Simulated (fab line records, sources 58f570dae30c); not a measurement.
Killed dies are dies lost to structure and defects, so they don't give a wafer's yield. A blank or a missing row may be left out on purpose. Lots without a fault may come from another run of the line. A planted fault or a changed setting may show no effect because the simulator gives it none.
Which tool did it? | flow berkeley_cmos170 | 14 lots, 42 wafers sampled, at 7 steps of a route of 331

WHAT THE GAUGES READ, wafer by wafer
UCB170_NVT_OVL_MEAS_06.
lot  | measured     | on         | NVT_OVL (nm)
L307 | day 6 12:56  | overlay-02 | 0 -6 2
L308 | day 7 02:40  | overlay-01 | 3 -1 -3
L310 | day 7 02:58  | overlay-02 | 5 1 -3
L314 | day 8 03:08  | overlay-01 | 1 -7 8
L316 | day 8 12:14  | overlay-01 | -4 8 8
L317 | day 8 12:31  | overlay-02 | -1 -2 4
L315 | day 8 12:47  | overlay-01 | -1 -7 -3
L319 | day 9 02:24  | overlay-01 | -6 3 -3
L321 | day 9 02:58  | overlay-02 | -2 2 6
L323 | day 10 09:01 | overlay-02 | -7 -7 -2
L325 | day 10 09:14 | overlay-01 | -3 -12 -10
L327 | day 10 21:10 | overlay-02 | -10 -13 -3
L324 | day 10 21:27 | overlay-01 | -9 -7 -1
L329 | day 10 21:44 | overlay-01 | -2 -10 -1

UCB170_PVT_OVL_MEAS_06.
lot  | measured     | on         | PVT_OVL (nm)
L307 | day 6 14:49  | overlay-01 | 7 -5 0
L308 | day 7 04:40  | overlay-02 | -5 6 -1
L310 | day 7 05:50  | overlay-01 | 4 7 -5
L314 | day 8 04:50  | overlay-01 | 6 8 12
L316 | day 8 14:03  | overlay-02 | -3 2 5
L317 | day 8 14:41  | overlay-01 | 8 -2 10
L315 | day 8 15:03  | overlay-01 | -5 6 1
L319 | day 9 04:04  | overlay-01 | -7 10 9
L321 | day 9 04:58  | overlay-01 | 12 11 0
L323 | day 10 11:19 | overlay-01 | 3 2 -2
L325 | day 10 11:35 | overlay-02 | 5 12 5
L327 | day 10 23:57 | overlay-01 | -4 3 -1
L324 | day 11 00:55 | overlay-01 | 6 1 1
L329 | day 11 01:02 | overlay-02 | 1 -6 7

UCB170_SDANNEAL_RS_MEAS_02: measures by four-point-probe.
lot  | measured     | on            | PSD_RS (ohm/sq)
L307 | day 7 22:22  | film_metro-04 | 75.6 75.6 75.5
L308 | day 8 10:59  | film_metro-04 | 75.8 75.7 75.8
L310 | day 8 10:14  | film_metro-03 | 75.6 76.0 75.7
L314 | day 9 16:40  | film_metro-02 | 65.5 65.5 65.2 65.5 65.3 65.3
L316 | day 10 02:32 | film_metro-02 | 75.5 75.2 75.5
L317 | day 10 01:59 | film_metro-02 | 75.5 75.6 75.9
L315 | day 10 02:17 | film_metro-04 | 65.2 65.2 65.2 65.3 65.3 65.3
L319 | day 10 11:48 | film_metro-04 | 76.0 76.0 75.8
L321 | day 10 12:20 | film_metro-04 | 75.6 76.0 76.1
L323 | day 11 15:19 | film_metro-02 | 75.8 75.7 76.1
L325 | day 11 15:59 | film_metro-04 | 74.8 74.5 75.3
L327 | day 12 06:28 | film_metro-04 | 76.0 76.1 76.1
L324 | day 12 06:50 | film_metro-03 | 75.8 75.8 75.8
L329 | day 12 07:18 | film_metro-02 | 75.3 75.8 75.5

UCB170_SDANNEAL_RS_MEAS_03: measures by four-point-probe.
lot  | measured     | on            | NSD_RS (ohm/sq)
L307 | day 7 22:29  | film_metro-04 | 37.27 37.26 37.30
L308 | day 8 11:07  | film_metro-04 | 37.41 37.42 37.38
L310 | day 8 10:22  | film_metro-03 | 37.31 37.28 37.42
L314 | day 9 18:24  | film_metro-02 | 35.75 35.73 35.79 35.80 35.69 35.77
L316 | day 10 02:40 | film_metro-02 | 37.38 37.36 37.33
L317 | day 10 02:06 | film_metro-02 | 37.41 37.39 37.42
L315 | day 10 06:02 | film_metro-04 | 35.66 35.69 35.75 35.63 35.65 35.65
L319 | day 10 11:55 | film_metro-04 | 37.21 37.25 37.17
L321 | day 10 12:27 | film_metro-04 | 37.31 37.28 37.35
L323 | day 11 15:26 | film_metro-02 | 37.34 37.25 37.35
L325 | day 11 16:07 | film_metro-04 | 37.18 37.09 37.19
L327 | day 12 06:35 | film_metro-04 | 37.21 37.22 37.20
L324 | day 12 06:58 | film_metro-03 | 37.29 37.34 37.30
L329 | day 12 07:25 | film_metro-02 | 37.44 37.46 37.46

UCB170_SDANNEAL_RS_MEAS_04: measures by four-point-probe.
lot  | measured     | on            | PLDD_RS (ohm/sq)
L307 | day 7 22:37  | film_metro-04 | 1031.1 1033.8 1034.3
L308 | day 8 11:14  | film_metro-04 | 1029.8 1032.2 1034.2
L310 | day 8 10:29  | film_metro-03 | 1030.1 1032.6 1032.2
L314 | day 9 20:45  | film_metro-02 | 1010.3 1011.3 1011.4 1010.0 1009.4 1013.1
L316 | day 10 02:47 | film_metro-02 | 1040.9 1039.7 1034.9
L317 | day 10 02:13 | film_metro-02 | 1038.1 1037.6 1038.0
L315 | day 10 08:07 | film_metro-04 | 1014.7 1011.9 1009.2 1016.3 1010.4 1010.0
L319 | day 10 12:02 | film_metro-04 | 1031.5 1032.2 1032.0
L321 | day 10 12:34 | film_metro-04 | 1031.1 1028.1 1028.6
L323 | day 11 15:34 | film_metro-02 | 1027.8 1029.9 1027.1
L325 | day 11 16:14 | film_metro-04 | 1030.3 1026.8 1027.4
L327 | day 12 06:42 | film_metro-04 | 1036.7 1031.2 1029.9
L324 | day 12 07:05 | film_metro-03 | 1036.0 1031.7 1034.6
L329 | day 12 07:32 | film_metro-02 | 1031.2 1033.6 1031.2

WHICH TOOL RAN EACH LOT (tool, then ch and the chambers of the sampled wafers, then the start)
lot  | UCB170_NLDD_STRIP_10                 | UCB170_SDANNEAL_RTA_01
L307 | plasma_asher-04 ch 0, day 7 10:10    | rtp_anneal-01 ch 0, day 7 22:19
L308 | plasma_asher-04 ch 0,1, day 7 22:19  | rtp_anneal-02 ch 0, day 8 10:56
L310 | plasma_asher-04 ch 0,1, day 7 22:52  | rtp_anneal-01 ch 0, day 8 10:10
L314 | plasma_asher-03 ch 0,1, day 9 02:35  | rtp_anneal-01 ch 0, day 9 16:36
L316 | plasma_asher-04 ch 0,1, day 9 11:15  | rtp_anneal-02 ch 0, day 10 02:24
L317 | plasma_asher-03 ch 0,1, day 9 10:42  | rtp_anneal-02 ch 0, day 10 01:55
L315 | plasma_asher-02 ch 0,1, day 9 11:28  | rtp_anneal-01 ch 0, day 10 02:13
L319 | plasma_asher-03 ch 0,1, day 10 00:40 | rtp_anneal-02 ch 0, day 10 11:44
L321 | plasma_asher-04 ch 0,1, day 10 00:49 | rtp_anneal-02 ch 0, day 10 12:16
L323 | plasma_asher-04 ch 0,1, day 11 05:25 | rtp_anneal-02 ch 0, day 11 15:13
L325 | plasma_asher-04 ch 0,1, day 11 06:31 | rtp_anneal-02 ch 0, day 11 15:56
L327 | plasma_asher-04 ch 0,1, day 11 16:34 | rtp_anneal-02 ch 0, day 12 06:24
L324 | plasma_asher-04 ch 0,1, day 11 17:28 | rtp_anneal-02 ch 0, day 12 06:47
L329 | plasma_asher-02 ch 0,1, day 11 17:45 | rtp_anneal-02 ch 0, day 12 07:14
- UCB170_NLDD_STRIP_10: strips in O2.
- UCB170_SDANNEAL_RTA_01: time 5 s.

WHAT THE TOOLS THEMSELVES READ (means of the sampled wafers that have a number; where no wafer has one, the mark that the record gives instead)
UCB170_NLDD_STRIP_10.
lot  | tool            | drypump_motor_current_A (A) | oes_product_au (a.u.) | strip_time_to_endpoint_s (s)
L307 | plasma_asher-04 | 6.0                         | 0.733                 | 21.83
L308 | plasma_asher-04 | 5.2                         | 0.732                 | 21.70
L310 | plasma_asher-04 | 5.6                         | 0.738                 | 21.75
L314 | plasma_asher-03 | 6.0                         | 0.735                 | 21.69
L316 | plasma_asher-04 | 5.2                         | 0.735                 | 21.61
L317 | plasma_asher-03 | 6.0                         | 0.739                 | 21.70
L315 | plasma_asher-02 | 5.4                         | 0.739                 | 21.71
L319 | plasma_asher-03 | 5.9                         | 0.735                 | 21.67
L321 | plasma_asher-04 | 5.6                         | 0.732                 | 21.62
L323 | plasma_asher-04 | 5.2                         | 0.736                 | 21.77
L325 | plasma_asher-04 | 5.2                         | 0.733                 | 21.71
L327 | plasma_asher-04 | 5.2                         | 0.731                 | 21.63
L324 | plasma_asher-04 | 5.2                         | 0.732                 | 21.67
L329 | plasma_asher-02 | 5.6                         | 0.736                 | 21.70

UCB170_SDANNEAL_RTA_01.
lot  | tool          | lamp_power_pct (%) | wafer_temp_C_max
L307 | rtp_anneal-01 | 44.9               | 1054.4
L308 | rtp_anneal-02 | 44.1               | 1053.3
L310 | rtp_anneal-01 | 44.9               | 1055.5
L314 | rtp_anneal-01 | 47.9               | 1080.0
L316 | rtp_anneal-02 | 44.1               | 1053.5
L317 | rtp_anneal-02 | 44.1               | 1053.4
L315 | rtp_anneal-01 | 47.8               | 1079.6
L319 | rtp_anneal-02 | 44.1               | 1053.7
L321 | rtp_anneal-02 | 44.1               | 1054.4
L323 | rtp_anneal-02 | 44.1               | 1053.3
L325 | rtp_anneal-02 | 44.1               | 1053.4
L327 | rtp_anneal-02 | 44.1               | 1053.2
L324 | rtp_anneal-02 | 44.0               | 1054.2
L329 | rtp_anneal-02 | 44.1               | 1053.1

THE ANSWER, worked out from the rows above alone
Rule: what is usual is taken from the lots themselves. Put in order of their means at a reading, lots are off if they are a third of the lots or fewer, leave a main group of 4 or more, and stand apart from it by a gap of 3 or more times the standard deviation of the main group's means; of several such gaps the widest counts. A main group whose means are all the same, to the digits that the tables above print for the reading, isn't used. A lot without any number at a reading at which 4 lots or more have one is off too. The other lots that the step has rows for count as sound. The gauges are gone through in route order, then the tools' own readings, and for those a lot's mean is taken as printed above. The first step at which some lot is off is used, and at that step the reading that is off furthest; a lot without a number counts as furthest.
Off: L314, L315, at UCB170_SDANNEAL_RS_MEAS_02 (PSD_RS). The main group: mean 75.7 ohm/sq, standard deviation 0.3.
A tool fits if, at a process step before that reading, it ran every lot that is off, and no sound lot after the first of them. The gauges at UCB170_SDANNEAL_RS_MEAS_02 aren't tried: what is off there is off at UCB170_SDANNEAL_RTA_01 too, on other tools, and a gauge's error can't cause that. One fits: rtp_anneal-01 at UCB170_SDANNEAL_RTA_01. Its last sound lot is L310 (day 8 10:10), its first lot that is off L314 (day 9 16:36): a fault that began between those two fits.
The tool's own readings at UCB170_SDANNEAL_RTA_01 bear it out: on the lots that are off they differ by more than 5 times the standard deviation of the sound lots' means. lamp_power_pct reads 47.8 % there against 44.2 % on the sound lots; wafer_temp_C_max reads 1079.8 there against 1053.8 on the sound lots.

WHAT THE SIMULATOR HAD PUT IN
Process parameter drift: rtp_anneal-01, from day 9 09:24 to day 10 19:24, at UCB170_SDANNEAL_RTA_01. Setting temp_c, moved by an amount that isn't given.
Lots struck among those shown: L314, L315. The rule above found the same.
